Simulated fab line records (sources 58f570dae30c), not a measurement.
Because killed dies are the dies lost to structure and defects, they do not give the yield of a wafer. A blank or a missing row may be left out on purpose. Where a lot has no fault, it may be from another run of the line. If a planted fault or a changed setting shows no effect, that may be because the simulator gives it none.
Shared-tool check || flow berkeley_cmos170 || 15 lots, 45 wafers sampled

== WHAT PROMPTED THE OPENING ==
At UCB170_PVT_TW_MEAS_09 the reading PVT_TW is flagged on 3 of 15 lots. Wafers without a fault read 508, standard deviation 3.3.
Rule: a lot gets a flag if all its wafers with a number sit over 4 standard deviations from that mean, or if no wafer of it has a number. As for the other lots, they are considered sound.

{"lot": "L637", "measured": "day 5 11:16", "on": "film_metro-02", "PVT_TW, wafer by wafer": "513 513 507", "flag": ""}
{"lot": "L636", "measured": "day 5 11:58", "on": "film_metro-01", "PVT_TW, wafer by wafer": "508 506 506", "flag": ""}
{"lot": "L638", "measured": "day 6 03:11", "on": "film_metro-04", "PVT_TW, wafer by wafer": "502 505 502", "flag": ""}
{"lot": "L640", "measured": "day 6 09:52", "on": "film_metro-01", "PVT_TW, wafer by wafer": "510 508 509", "flag": ""}
{"lot": "L641", "measured": "day 6 10:09", "on": "film_metro-01", "PVT_TW, wafer by wafer": "509 508 510", "flag": ""}
{"lot": "L645", "measured": "day 7 08:02", "on": "film_metro-02", "PVT_TW, wafer by wafer": "512 512 510", "flag": ""}
{"lot": "L644", "measured": "day 7 08:06", "on": "film_metro-01", "PVT_TW, wafer by wafer": "510 512 505", "flag": ""}
{"lot": "L643", "measured": "day 7 08:13", "on": "film_metro-02", "PVT_TW, wafer by wafer": "514 513 513", "flag": ""}
{"lot": "L642", "measured": "day 7 08:29", "on": "film_metro-01", "PVT_TW, wafer by wafer": "510 508 509", "flag": ""}
{"lot": "L647", "measured": "day 8 01:20", "on": "film_metro-04", "PVT_TW, wafer by wafer": "501 505 503", "flag": ""}
{"lot": "L652", "measured": "day 8 19:41", "on": "film_metro-01", "PVT_TW, wafer by wafer": "1041 1048 1047", "flag": "FLAGGED"}
{"lot": "L656", "measured": "day 9 22:50", "on": "film_metro-02", "PVT_TW, wafer by wafer": "1047 1040 1046", "flag": "FLAGGED"}
{"lot": "L653", "measured": "day 9 23:23", "on": "film_metro-01", "PVT_TW, wafer by wafer": "1046 1045 1050", "flag": "FLAGGED"}
{"lot": "L658", "measured": "day 10 10:59", "on": "film_metro-04", "PVT_TW, wafer by wafer": "508 506 504", "flag": ""}
{"lot": "L659", "measured": "day 10 20:39", "on": "film_metro-01", "PVT_TW, wafer by wafer": "512 513 513", "flag": ""}
On average the flagged lots read 1046, which is +538 against the usual, or +99 or more standard deviations.

== WHICH TOOL EACH LOT WENT THROUGH ==
2 process steps preceding the reading are held in the record, out of 331 steps in the route. Read each cell as the tool, then ch plus the chambers that the sampled wafers visited, then the start.
{"lot": "L637", "flag": "", "UCB170_PFIELD_STRIP_08": "plasma_asher-02 ch 1, day 4 07:43", "UCB170_PVT_IMPLANT_07": "implanter-04 ch 0, day 5 11:02"}
{"lot": "L636", "flag": "", "UCB170_PFIELD_STRIP_08": "plasma_asher-03 ch 0,1, day 4 07:29", "UCB170_PVT_IMPLANT_07": "implanter-02 ch 0, day 5 11:43"}
{"lot": "L638", "flag": "", "UCB170_PFIELD_STRIP_08": "plasma_asher-03 ch 0,1, day 4 19:38", "UCB170_PVT_IMPLANT_07": "implanter-02 ch 0, day 6 02:56"}
{"lot": "L640", "flag": "", "UCB170_PFIELD_STRIP_08": "plasma_asher-03 ch 0,1, day 5 05:19", "UCB170_PVT_IMPLANT_07": "implanter-01 ch 0, day 6 09:39"}
{"lot": "L641", "flag": "", "UCB170_PFIELD_STRIP_08": "plasma_asher-04 ch 0,1, day 5 05:26", "UCB170_PVT_IMPLANT_07": "implanter-02 ch 0, day 6 09:56"}
{"lot": "L645", "flag": "", "UCB170_PFIELD_STRIP_08": "plasma_asher-02 ch 0,1, day 6 03:28", "UCB170_PVT_IMPLANT_07": "implanter-01 ch 0, day 7 07:49"}
{"lot": "L644", "flag": "", "UCB170_PFIELD_STRIP_08": "plasma_asher-03 ch 0,1, day 6 02:49", "UCB170_PVT_IMPLANT_07": "implanter-02 ch 0, day 7 07:52"}
{"lot": "L643", "flag": "", "UCB170_PFIELD_STRIP_08": "plasma_asher-04 ch 0,1, day 6 03:34", "UCB170_PVT_IMPLANT_07": "implanter-04 ch 0, day 7 07:58"}
{"lot": "L642", "flag": "", "UCB170_PFIELD_STRIP_08": "plasma_asher-03 ch 0,1, day 6 03:24", "UCB170_PVT_IMPLANT_07": "implanter-01 ch 0, day 7 08:17"}
{"lot": "L647", "flag": "", "UCB170_PFIELD_STRIP_08": "plasma_asher-03 ch 0,1, day 6 15:05", "UCB170_PVT_IMPLANT_07": "implanter-04 ch 0, day 8 01:05"}
{"lot": "L652", "flag": "FLAGGED", "UCB170_PFIELD_STRIP_08": "plasma_asher-02 ch 0,1, day 7 11:05", "UCB170_PVT_IMPLANT_07": "implanter-04 ch 0, day 8 19:28"}
{"lot": "L656", "flag": "FLAGGED", "UCB170_PFIELD_STRIP_08": "plasma_asher-03 ch 0,1, day 8 10:48", "UCB170_PVT_IMPLANT_07": "implanter-04 ch 0, day 9 22:35"}
{"lot": "L653", "flag": "FLAGGED", "UCB170_PFIELD_STRIP_08": "plasma_asher-02 ch 0,1, day 8 10:55", "UCB170_PVT_IMPLANT_07": "implanter-04 ch 0, day 9 23:10"}
{"lot": "L658", "flag": "", "UCB170_PFIELD_STRIP_08": "plasma_asher-02 ch 0,1, day 8 17:58", "UCB170_PVT_IMPLANT_07": "implanter-02 ch 0, day 10 10:45"}
{"lot": "L659", "flag": "", "UCB170_PFIELD_STRIP_08": "plasma_asher-03 ch 0,1, day 9 07:25", "UCB170_PVT_IMPLANT_07": "implanter-01 ch 0, day 10 20:26"}
What the steps here do:
- UCB170_PFIELD_STRIP_08: strips in O2.
- UCB170_PVT_IMPLANT_07
- UCB170_PVT_TW_MEAS_09

== FLAGGED AGAINST TOTAL, ONE TOOL AT A TIME (gauges that did the reading follow at the end) ==
{"step": "UCB170_PFIELD_STRIP_08", "tool": "plasma_asher-02", "lots run": 5, "flagged": 2, "share of the flagged lots": "some", "sound lots run after its first flagged lot": "1 (L658)"}
{"step": "UCB170_PFIELD_STRIP_08", "tool": "plasma_asher-03", "lots run": 8, "flagged": 1, "share of the flagged lots": "some", "sound lots run after its first flagged lot": "1 (L659)"}
{"step": "UCB170_PFIELD_STRIP_08", "tool": "plasma_asher-04", "lots run": 2, "flagged": 0, "share of the flagged lots": "none", "sound lots run after its first flagged lot": "-"}
{"step": "UCB170_PVT_IMPLANT_07", "tool": "implanter-01", "lots run": 4, "flagged": 0, "share of the flagged lots": "none", "sound lots run after its first flagged lot": "-"}
{"step": "UCB170_PVT_IMPLANT_07", "tool": "implanter-02", "lots run": 5, "flagged": 0, "share of the flagged lots": "none", "sound lots run after its first flagged lot": "-"}
{"step": "UCB170_PVT_IMPLANT_07", "tool": "implanter-04", "lots run": 6, "flagged": 3, "share of the flagged lots": "all", "sound lots run after its first flagged lot": 0}
{"step": "UCB170_PVT_TW_MEAS_09", "tool": "film_metro-01", "lots run": 8, "flagged": 2, "share of the flagged lots": "some", "sound lots run after its first flagged lot": "1 (L659)"}
{"step": "UCB170_PVT_TW_MEAS_09", "tool": "film_metro-02", "lots run": 4, "flagged": 1, "share of the flagged lots": "some", "sound lots run after its first flagged lot": 0}
{"step": "UCB170_PVT_TW_MEAS_09", "tool": "film_metro-04", "lots run": 3, "flagged": 0, "share of the flagged lots": "none", "sound lots run after its first flagged lot": "-"}

== THE TABLE: WHAT IT ALLOWS ==
In the table, 1 row covers all flagged lots: implanter-04 at UCB170_PVT_IMPLANT_07.
- implanter-04 at UCB170_PVT_IMPLANT_07 ran 6 lots, 3 of them flagged. Last sound lot L647 at day 8 01:05, first flagged lot L652 at day 8 19:28; a fault beginning in between fits. Its own readings lie more than 4 standard deviations out on every wafer of the flagged lots: dose_ions_cm2, faraday_current_uA.
One tool is left: implanter-04 at UCB170_PVT_IMPLANT_07.

== WHAT HAD BEEN PUT IN BY THE SIMULATOR ==
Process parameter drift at UCB170_PVT_IMPLANT_07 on implanter-04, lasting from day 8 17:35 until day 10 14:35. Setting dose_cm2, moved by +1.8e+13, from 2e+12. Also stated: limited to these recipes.
Lots struck among those shown: L652, L656, L653. This agrees with what the rule above found.
